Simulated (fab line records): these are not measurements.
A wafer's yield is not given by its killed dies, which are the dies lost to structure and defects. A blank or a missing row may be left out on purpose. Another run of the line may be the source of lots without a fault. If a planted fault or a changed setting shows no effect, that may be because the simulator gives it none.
The tool behind it: which one? ; flow rit-cmos ; 15 lots, 45 wafers sampled, at 5 steps of a route of 202

WHAT THE GAUGES READ, wafer by wafer
RIT_ACTIVE_THK_MEAS_04. Usual: ACTIVE_NITRIDE_THK 150.6 nm, standard deviation 1.4.
lot;measured;on;ACTIVE_NITRIDE_THK (nm);flag
L357;day 1 14:30;film-metro-04;151.4 151.5 150.9;
L358;day 1 19:37;film-metro-01;150.5 150.0 149.1;
L361;day 2 10:05;film-metro-04;148.0 149.3 148.3;
L362;day 2 14:32;film-metro-01;149.7 149.3 149.4;
L365;day 3 07:10;film-metro-02;149.6 148.9 148.2;
L366;day 3 11:58;film-metro-01;149.8 149.7 150.1;
L367;day 3 15:46;film-metro-04;150.5 151.1 150.4;
L370;day 4 06:38;film-metro-02;150.2 150.5 151.4;
L372;day 4 16:56;film-metro-02;151.1 150.1 149.8;
L373;day 4 21:40;film-metro-01;150.6 151.7 151.5;
L374;day 5 03:32;film-metro-01;151.4 149.8 151.8;
L376;day 5 12:32;film-metro-04;149.4 149.9 149.9;
L377;day 5 18:42;film-metro-04;151.2 150.1 151.2;
L379;day 6 03:32;film-metro-01;153.4 153.1 151.2;
L380;day 6 09:05;film-metro-02;151.1 149.2 150.8;

RIT_WELLDRIVE_RS_MEAS_01: measures by four-point-probe. Usual: NWELL_RS 276.0 ohm/sq, standard deviation 0.67.
lot;measured;on;NWELL_RS (ohm/sq);flag
L357;day 2 05:23;film-metro-03;276.8 277.1 277.1;
L358;day 2 10:10;film-metro-01;276.4 276.7 277.0;
L361;day 3 02:41;film-metro-03;275.0 276.1 275.4;
L362;day 3 08:35;film-metro-03;275.6 276.0 275.6;
L365;day 3 21:36;film-metro-01;275.9 276.5 275.6;
L366;day 4 04:25;film-metro-01;277.6 276.8 276.5;
L367;day 4 09:20;film-metro-01;275.7 276.1 274.9;
L370;day 5 02:35;film-metro-01;275.7 274.6 275.3;
L372;day 5 10:16;film-metro-01;276.2 276.3 276.1;
L373;day 5 15:17;film-metro-03;275.3 276.6 276.5;
L374;day 5 17:44;film-metro-03;275.7 275.7 275.0;
L376;day 6 05:31;film-metro-03;276.0 276.5 277.0;
L377;day 6 10:36;film-metro-04;275.6 276.0 275.7;
L379;day 6 21:12;film-metro-03;275.6 275.4 275.8;
L380;day 7 03:35;film-metro-03;275.3 275.2 275.3;

RIT_GATE_THK_MEAS_09. Usual: GATE_POLY_THK 251.7 nm, standard deviation 2.4.
lot;measured;on;GATE_POLY_THK (nm);flag
L357;day 2 12:19;film-metro-04;251.9 250.0 251.6;
L358;day 2 18:26;film-metro-04;249.7 249.3 247.6;
L361;day 3 10:35;film-metro-03;250.1 250.4 252.6;
L362;day 3 16:12;film-metro-04;250.6 249.5 251.5;
L365;day 4 05:00;film-metro-02;255.0 256.1 256.5;
L366;day 4 14:06;film-metro-04;250.6 249.8 249.3;
L367;day 4 18:19;film-metro-02;253.2 253.9 251.8;
L370;day 5 10:24;film-metro-04;249.9 251.0 249.3;
L372;day 5 19:41;film-metro-03;251.6 251.9 250.6;
L373;day 5 23:53;film-metro-04;251.8 250.2 252.5;
L374;day 6 01:31;film-metro-02;250.5 247.2 250.4;
L376;day 6 15:55;film-metro-02;250.2 248.2 249.1;
L377;day 6 17:26;film-metro-03;251.7 251.6 250.0;
L379;day 7 06:21;film-metro-04;255.2 256.0 256.4;
L380;day 7 13:29;film-metro-03;249.1 248.1 248.8;

RIT_NLDD_OVL_MEAS_06. Usual: NLDD_OVL -0.2 nm, standard deviation 1.6.
lot;measured;on;NLDD_OVL (nm);flag
L357;day 2 19:43;overlay-02;0.1 -0.7 -0.6;
L358;day 3 00:11;overlay-01;-1.8 -3.0 -2.8;
L361;day 3 17:16;overlay-01;-0.5 -0.5 0.1;
L362;day 4 00:15;overlay-01;0.7 0.3 -0.5;
L365;day 4 11:47;overlay-01;0.9 -1.3 1.8;
L366;day 4 20:05;overlay-01;2.2 2.5 3.0;
L367;day 4 23:58;overlay-01;2.8 3.7 4.4;
L370;day 5 17:19;overlay-01;-1.3 0.8 0.8;
L372;day 6 01:41;overlay-02;-3.3 -2.5 -2.5;
L373;day 6 05:31;overlay-01;0.8 1.8 1.1;
L374;day 6 08:06;overlay-02;-1.0 -0.7 0.2;
L376;day 6 22:20;overlay-02;-299.4 -300.5 -300.1;OFF
L377;day 7 01:00;overlay-01;-298.8 -297.0 -298.6;OFF
L379;day 7 12:31;overlay-02;-300.4 -299.9 -299.2;OFF
L380;day 7 19:18;overlay-02;-3.0 -1.9 -3.2;

EACH LOT AND THE TOOL THAT RAN IT (in order: tool; ch and the chambers of the sampled wafers; start)
lot;RIT_NLDD_EXPOSE_03
L357;iline-stepper-02 ch 0, day 2 19:21
L358;iline-stepper-01 ch 0, day 2 23:47
L361;iline-stepper-02 ch 0, day 3 16:52
L362;iline-stepper-02 ch 0, day 3 23:52
L365;iline-stepper-01 ch 0, day 4 11:23
L366;iline-stepper-01 ch 0, day 4 19:41
L367;iline-stepper-01 ch 0, day 4 23:35
L370;iline-stepper-01 ch 0, day 5 16:55
L372;iline-stepper-02 ch 0, day 6 01:20
L373;iline-stepper-02 ch 0, day 6 05:07
L374;iline-stepper-02 ch 0, day 6 07:43
L376;iline-stepper-01 ch 0, day 6 21:56
L377;iline-stepper-01 ch 0, day 7 00:36
L379;iline-stepper-01 ch 0, day 7 12:07
L380;iline-stepper-02 ch 0, day 7 18:55
- RIT_NLDD_EXPOSE_03: exposes mask M7, target cd 40700 nm.

WHAT THE TOOLS THEMSELVES READ (means of the sampled wafers that have a number; where no wafer has one, the mark that the record gives instead)
The record holds no such reading with a usual standard deviation.

THE ANSWER, worked out from the rows above alone
Rule: a lot counts as off when the mean over its wafers that have a number is more than 3 standard deviations away from the usual mean. A lot without any number at a reading at which 4 lots or more have one is off too. All remaining lots with rows at the step are treated as sound. Order of review: gauges by route order, followed by the tools' own readings, for which a lot's mean as printed above is used. The first step at which some lot is off is used, and at that step the reading that is off furthest; a lot without a number counts as furthest.
Off: L376, L377, L379, seen at RIT_NLDD_OVL_MEAS_06 (NLDD_OVL).
If a tool, at a process step before that reading, ran all the lots that are off and no sound lot after the first of them, it fits. Gauges at RIT_NLDD_OVL_MEAS_06: tried the same way as those tools. One fits: iline-stepper-01 at RIT_NLDD_EXPOSE_03. Its last sound lot is L370 (day 5 16:55), its first lot that is off L376 (day 6 21:56): a fault that began between those two fits.

WHAT THE SIMULATOR PUT IN
Scanner matching overlay: iline-stepper-01, from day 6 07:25 on, at RIT_NLDD_EXPOSE_03. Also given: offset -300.
Lots struck among those shown: L376, L377, L379. The same result came from the rule above.
